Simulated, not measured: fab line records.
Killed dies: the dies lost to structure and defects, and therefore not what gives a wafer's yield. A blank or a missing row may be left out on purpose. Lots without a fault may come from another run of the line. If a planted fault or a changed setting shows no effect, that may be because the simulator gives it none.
fab line records | flow berkeleyCmos170
[record] lots = 7 | wafers = 21 | lastDay = 11
route steps=331 shown M2@291 V2@292
lots that met no fault: from a run of the same line without faults
startH: start of the lot's first displayed wafer, in hours after the record's first day | waitH: hours from the lot's prior step to this one | " same as the row above | L1.1+2: a row that stands for several wafers | - value missing, or start not given | * or withheld: withheld | < > ~ a bound
route shown NAME@n: names a module that has steps shown in the file, with the first one's number in the route | usual: mean and standard deviation over wafers with no fault | same: alike in all rows | chamber/n: place in a boat | sites: the reading at each site | _std_site: the standard deviation of these | _edge_site: inner sites' mean taken away from outer sites' mean | radiusMm: for every site, how far away it sits from the centre of the wafer | mask NAME#n: copy n | behind: the last tool/chamber to shape the wafer | hold: why the lot went on hold/how many hours it stayed there/how the hold came to an end | device: the n, p or np transistor that did not switch | end of line: the same wafers' tests at the end of the route | a step with no rows: only its recipe | killed: count of dies lost to structure and defects at first sort (not the wafer's yield) | map: shows each die of a wafer: x if killed, . if not, _ if none is there
set.NAME: the setting as run; set.NAME@STEP: as run at that earlier step | model.NAME: the simulator's own value behind a step, which no gauge read
certain route steps with their lots: each step a table, each wafer a row
services: a tool's chamber out of use, with start hour (startH, from the record's first day; less than 0 if before it), hours out, and reason
[[steps]]
[step UCB170_M2_CD_MEAS_90]
[recipe] targetCdNm = 700
[usual] cdNm = 704/4.5
lot.wafer | tool     | chamber | startH | waitH | cdNm
L663.3    | cdSem-02 | -       | 198.54 | 0.1   | 693
L663.4    | "        | -       | "      | "     | 707
L663.6    | "        | -       | "      | "     | 698
L670.2    | cdSem-01 | -       | 236.18 | 0.1   | 705
L670.3    | "        | -       | "      | "     | 701
L670.4    | "        | -       | "      | "     | 706
L671.1    | cdSem-02 | -       | 238.95 | 0.1   | 704
L671.3    | "        | -       | "      | "     | 701
L671.4    | "        | -       | "      | "     | 705
L673.1    | cdSem-02 | -       | 240.80 | 0.1   | 704
L673.3    | "        | -       | "      | "     | 707
L673.6    | "        | -       | "      | "     | 707
L672.2    | cdSem-02 | -       | 241.60 | 0.1   | 705
L672.5    | "        | -       | "      | "     | 704
L672.6    | "        | -       | "      | "     | 699
L675.1    | cdSem-01 | -       | 249.01 | 0.1   | 703
L675.5    | "        | -       | "      | "     | 701
L675.6    | "        | -       | "      | "     | 697
L679.1    | cdSem-02 | -       | 264.53 | 0.1   | 707
L679.2    | "        | -       | "      | "     | 696
L679.5    | "        | -       | "      | "     | 694
[step UCB170_V2_CVD_00]
[recipe] material = SiO2 | targetThkNm = 2000 | tempC = 390 | precursor = TEOS/O2 | timeS = 250 | rfW = 550 | pressureMtorr = 9000
[usual] heaterPowerW = 242/62 | pressureMtorr = 9000/16 | rfFwdPowerW = 548.6/1.8
lot.wafer | tool     | chamber | startH | waitH | heaterPowerW | pressureMtorr | rfFwdPowerW
L663.3    | pecvd-01 | 1       | 198.62 | 0.1   | 251          | 9007          | 549.0
L663.4    | "        | 2       | "      | "     | 180          | 9027          | 547.4
L663.6    | "        | 0       | "      | "     | 191          | 9007          | 550.3
L670.2    | pecvd-02 | 0       | 236.28 | 0.1   | 272          | 9042          | 549.6
L670.3    | "        | 1       | "      | "     | 217          | 9004          | 548.1
L670.4    | "        | 2       | "      | "     | 245          | 8982          | 545.9
L671.1    | pecvd-03 | 2       | 239.07 | 0.1   | 215          | 9020          | 547.2
L671.3    | "        | 1       | "      | "     | 260          | 9003          | 547.7
L671.4    | "        | 1       | "      | "     | 174          | 9030          | 546.3
L673.1    | pecvd-01 | 1       | 240.92 | 0.1   | 271          | 9003          | 548.4
L673.3    | "        | 2       | "      | "     | 216          | 9020          | 548.6
L673.6    | "        | 0       | "      | "     | 189          | 9013          | 549.8
L672.2    | pecvd-02 | 2       | 241.70 | 0.1   | 237          | 9003          | 549.6
L672.5    | "        | 2       | "      | "     | 172          | 9002          | 550.7
L672.6    | "        | 0       | "      | "     | 312          | 9005          | 546.8
L675.1    | pecvd-01 | 0       | 249.13 | 0.1   | 217          | 9027          | 543.7
L675.5    | "        | 1       | "      | "     | 275          | 8999          | 549.6
L675.6    | "        | 2       | "      | "     | 179          | 8999          | 550.0
L679.1    | pecvd-03 | 1       | 264.65 | 0.1   | 266          | 8996          | 551.5
L679.2    | "        | 2       | "      | "     | 204          | 8992          | 545.8
L679.5    | "        | 2       | "      | "     | 264          | 8980          | 545.7
[step UCB170_V2_THK_MEAS_01]
[recipe] reads = SiO2_of_V2_CVD_00
[usual] V2_TEOS_THK = 2000/34
lot.wafer | tool         | chamber | startH | waitH | V2_TEOS_THK[nm]
L663.3    | filmMetro-02 | -       | 198.79 | 0.1   | 1999
L663.4    | "            | -       | "      | "     | 1994
L663.6    | "            | -       | "      | "     | 1997
L670.2    | filmMetro-01 | -       | 236.44 | 0.1   | 2033
L670.3    | "            | -       | "      | "     | 2021
L670.4    | "            | -       | "      | "     | 2054
L671.1    | filmMetro-02 | -       | 239.23 | 0.1   | 2017
L671.3    | "            | -       | "      | "     | 2003
L671.4    | "            | -       | "      | "     | 2035
L673.1    | filmMetro-02 | -       | 241.08 | 0.1   | 1977
L673.3    | "            | -       | "      | "     | 1960
L673.6    | "            | -       | "      | "     | 1978
L672.2    | filmMetro-02 | -       | 241.86 | 0.1   | 2055
L672.5    | "            | -       | "      | "     | 2062
L672.6    | "            | -       | "      | "     | 2050
L675.1    | filmMetro-01 | -       | 249.29 | 0.1   | 1941
L675.5    | "            | -       | "      | "     | 1994
L675.6    | "            | -       | "      | "     | 1963
L679.1    | filmMetro-01 | -       | 264.80 | 0.1   | 1979
L679.2    | "            | -       | "      | "     | 1973
L679.5    | "            | -       | "      | "     | 2039
[step UCB170_V2_CMP_02]
[recipe] material = SiO2 | downForcePsi = 6 | platenRpm = 60 | padVelocityMS = 0.75398
[usual] motorCurrentA = 16.2/1.1
lot.wafer | tool   | chamber | startH | waitH | motorCurrentA
L663.4    | cmp-01 | 1       | 198.88 | 0.1   | 17.4
L663.3    | "      | 2       | "      | "     | 17.6
L663.6    | "      | 0       | "      | "     | 15.5
L670.2    | cmp-01 | 0       | 236.49 | 0.0   | 15.1
L670.4    | "      | 2       | "      | "     | 17.2
L670.3    | "      | 3       | "      | "     | 14.9
L671.1    | cmp-02 | 2       | 239.34 | 0.1   | 16.6
L671.3    | "      | 3       | "      | "     | 14.3
L671.4    | "      | 0       | "      | "     | 15.8
L673.1    | cmp-02 | 3       | 241.19 | 0.1   | 14.5
L673.3    | "      | 1       | "      | "     | 16.0
L673.6    | "      | 2       | "      | "     | 17.5
L672.2    | cmp-01 | 3       | 242.01 | 0.1   | 14.2
L672.5    | "      | 1       | "      | "     | 17.3
L672.6    | "      | 2       | "      | "     | 16.9
L675.1    | cmp-02 | 3       | 249.45 | 0.1   | 14.4
L675.5    | "      | 1       | "      | "     | 15.1
L675.6    | "      | 2       | "      | "     | 17.6
L679.1    | cmp-01 | 0       | 264.86 | 0.1   | 15.7
L679.2    | "      | 3       | "      | "     | 14.0
L679.5    | "      | 0       | "      | "     | 16.0
[step UCB170_V2_BOW_MEAS_03]
[recipe] mode = bow
[usual] V2_BOW = 37/7.3
lot.wafer | tool         | chamber | startH | waitH | V2_BOW[um]
L663.3    | filmMetro-02 | -       | 199.17 | 0.2   | 36
L663.4    | "            | -       | "      | "     | 35
L663.6    | "            | -       | "      | "     | 48
L670.2    | filmMetro-04 | -       | 236.81 | 0.3   | 42
L670.3    | "            | -       | "      | "     | 42
L670.4    | "            | -       | "      | "     | 21
L671.1    | filmMetro-01 | -       | 239.59 | 0.2   | 43
L671.3    | "            | -       | "      | "     | 35
L671.4    | "            | -       | "      | "     | 34
L673.1    | filmMetro-04 | -       | 241.44 | 0.2   | 35
L673.3    | "            | -       | "      | "     | 26
L673.6    | "            | -       | "      | "     | 37
L672.2    | filmMetro-04 | -       | 242.23 | 0.2   | 25
L672.5    | "            | -       | "      | "     | 27
L672.6    | "            | -       | "      | "     | 28
L675.1    | filmMetro-04 | -       | 249.65 | 0.1   | 37
L675.5    | "            | -       | "      | "     | 36
L675.6    | "            | -       | "      | "     | 34
L679.1    | filmMetro-04 | -       | 265.16 | 0.2   | 34
L679.2    | "            | -       | "      | "     | 33
L679.5    | "            | -       | "      | "     | 33
[step UCB170_V2_THK_MEAS_04]
[recipe] reads = SiO2_of_V2_CVD_00
[usual] V2_POLISHED_THK = 999.9/1.6
lot.wafer | tool         | chamber | startH | waitH | V2_POLISHED_THK[nm]
L663.3    | filmMetro-02 | -       | 199.27 | 0.1   | 1001.1
L663.4    | "            | -       | "      | "     | 1004.1
L663.6    | "            | -       | "      | "     | 1001.9
L670.2    | filmMetro-04 | -       | 236.92 | 0.1   | 1000.6
L670.3    | "            | -       | "      | "     | 1000.4
L670.4    | "            | -       | "      | "     | 998.4
L671.1    | filmMetro-01 | -       | 239.71 | 0.1   | 997.1
L671.3    | "            | -       | "      | "     | 996.8
L671.4    | "            | -       | "      | "     | 1000.9
L673.1    | filmMetro-04 | -       | 241.56 | 0.1   | 998.5
L673.3    | "            | -       | "      | "     | 997.9
L673.6    | "            | -       | "      | "     | 997.4
L672.2    | filmMetro-04 | -       | 242.34 | 0.1   | 1002.1
L672.5    | "            | -       | "      | "     | 1001.1
L672.6    | "            | -       | "      | "     | 999.0
L675.1    | filmMetro-04 | -       | 249.77 | 0.1   | 998.7
L675.5    | "            | -       | "      | "     | 998.0
L675.6    | "            | -       | "      | "     | 997.7
L679.1    | filmMetro-04 | -       | 265.28 | 0.1   | 1001.3
L679.2    | "            | -       | "      | "     | 1000.6
L679.5    | "            | -       | "      | "     | 1001.1
[step UCB170_V2_CLEAN_05]
[recipe] chemistry = DIW
[step UCB170_V2_HMDS_06]
[recipe] primeTimeS = 60 | primeTempC = 100
[step UCB170_V2_COAT_07]
[recipe] resist = KrF | spinRpm = 1500 | resistThkNm = 900
[step UCB170_V2_SOFTBAKE_08]
[recipe] resist = KrF | tempC = 130 | timeS = 60
[step UCB170_V2_EXPOSE_09]
[recipe] maskId = VIA2 | targetCdNm = 700 | na = 0.5 | sigmaOuter = 0.6 | sourceShape = conventional | doseMj = 37
[step UCB170_V2_PEB_10]
[recipe] pebTempC = 130 | pebTimeS = withheld | resist = KrF
[step UCB170_V2_DEVELOP_11]
[recipe] developer = TMAH | developTimeS = 45 | resist = KrF | devTempC = 21
[usual] chillPlateTempC = 23.00/0.1 | developTimeS = 45/0
lot.wafer | tool          | chamber | startH | waitH | chillPlateTempC | developTimeS | model.KrF_of_V2_COAT_07.thkNm
L663.3    | lithoTrack-04 | 0       | 200    | -     | 22.90           | 45           | 886.3
L663.4    | "             | 0       | "      | "     | 23.05           | 45           | 887
L663.6    | "             | 0       | "      | "     | 22.99           | 45           | 886.1
L670.2    | lithoTrack-04 | -       | 238    | -     | -               | -            | 901.1
L670.3    | "             | -       | 239    | -     | -               | -            | 899.2
L670.4    | "             | -       | "      | "     | -               | -            | 902.9
L671.1    | lithoTrack-01 | -       | 242    | -     | -               | -            | 905.2
L671.3    | "             | -       | "      | "     | -               | -            | 905.1
L671.4    | "             | -       | "      | "     | -               | -            | 902.7
L673.1    | lithoTrack-01 | 0       | 243    | -     | 23.06           | 45           | 887.4
L673.3    | "             | 0       | "      | "     | 22.94           | 45           | 887.8
L673.6    | "             | 0       | "      | "     | 23.02           | 45           | 886.1
L672.2    | lithoTrack-03 | -       | 243    | -     | -               | -            | 900.5
L672.5    | "             | -       | "      | "     | -               | -            | 899
L672.6    | "             | -       | 244    | -     | -               | -            | 900.1
L675.1    | lithoTrack-03 | 0       | 250    | -     | 23.05           | 45           | 884.9
L675.5    | "             | 0       | 251    | -     | 23.04           | 45           | 887.3
L675.6    | "             | 0       | "      | "     | 23.07           | 45           | 884.7
L679.1    | lithoTrack-01 | 0       | 267    | -     | 22.98           | 45           | 882.5
L679.2    | "             | 0       | "      | "     | 22.89           | 45           | 883.7
L679.5    | "             | 0       | "      | "     | 22.98           | 45           | 884.3
[step UCB170_V2_CD_MEAS_12]
[recipe] targetCdNm = 700
[usual] cdNm = 700.3/1.3
lot.wafer | tool     | chamber | startH | waitH | cdNm
L663.3    | cdSem-01 | -       | 200.49 | -     | 699.8
L663.4    | "        | -       | "      | "     | 700.7
L663.6    | "        | -       | "      | "     | 699.8
L670.2    | cdSem-01 | -       | 239.16 | -     | -
L670.3    | "        | -       | "      | "     | -
L670.4    | "        | -       | "      | "     | -
L671.1    | cdSem-02 | -       | 242.43 | -     | -
L671.3    | "        | -       | "      | "     | -
L671.4    | "        | -       | "      | "     | -
L673.1    | cdSem-02 | -       | 243.43 | -     | 700.7
L673.3    | "        | -       | "      | "     | 700.2
L673.6    | "        | -       | "      | "     | 700.4
L672.2    | cdSem-01 | -       | 244.06 | -     | -
L672.5    | "        | -       | "      | "     | -
L672.6    | "        | -       | "      | "     | -
L675.1    | cdSem-02 | -       | 251.07 | -     | 699.4
L675.5    | "        | -       | "      | "     | 700.5
L675.6    | "        | -       | "      | "     | 700.4
L679.1    | cdSem-02 | -       | 267.69 | -     | 698.2
L679.2    | "        | -       | "      | "     | 699.4
L679.5    | "        | -       | "      | "     | 700.0
[[services]]
tool     | chamber | startH | hours | kind
pecvd-01 | -       | 181.47 | 2.8   | pm
pecvd-02 | 2       | 211.23 | 6.3   | repair
pecvd-03 | -       | 225.08 | 1.0   | repair
cmp-01   | -       | 232.00 | 4.0   | pm
cmp-01   | -       | 236.00 | -     | consumableReplace:conditioner
cmp-01   | -       | 236.00 | -     | consumableReplace:pad
pecvd-03 | -       | 242.50 | 14.0  | pm
pecvd-03 | 0       | 242.50 | 14.0  | ventCycle
pecvd-03 | 1       | 242.50 | 14.0  | ventCycle
pecvd-03 | 2       | 242.50 | 14.0  | ventCycle
pecvd-02 | -       | 251.85 | 0.5   | repair
pecvd-03 | 0       | 256.50 | -     | clean
pecvd-03 | 1       | 256.50 | -     | clean
pecvd-03 | 2       | 256.50 | -     | clean
cmp-02   | -       | 259.22 | 0.4   | repair
[[key]]
[firstSign] step = UCB170_V2_DEVELOP_11 | reading = toolRecord | direction = missing
effect none on later readings
[modelEffect] step = UCB170_V2_DEVELOP_11 | value = KrF_of_V2_COAT_07.thkNm | without = 887.5 | struck = 901.7
metAt UCB170_V2_DEVELOP_11
struckWafers L670.2,L670.3,L670.4,L671.1,L671.3,L671.4,L672.2,L672.5,L672.6
laterRowsLeftOut L670.2,L670.3,L670.4,L671.1,L671.3,L671.4,L672.2,L672.5,L672.6
sortLeftOut L670.2,L670.3,L670.4,L671.1,L671.3,L671.4,L672.2,L672.5,L672.6
onsetBetween 200 238
[fault] kind = skippedStepWhole | tool = lithoTrack-01,lithoTrack-03,lithoTrack-04 | chamber = - | onsetH = 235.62 | steps = UCB170_V2_DEVELOP_11 | scope = struckLotsOnly
// sortLeftOut: the simulated sort isn't trusted on such a fault, so these wafers' sort isn't shown, and their yield isn't known
// laterRowsLeftOut: the simulator's readings of these wafers behind a module that went badly wrong aren't trusted and aren't shown, but for the sort
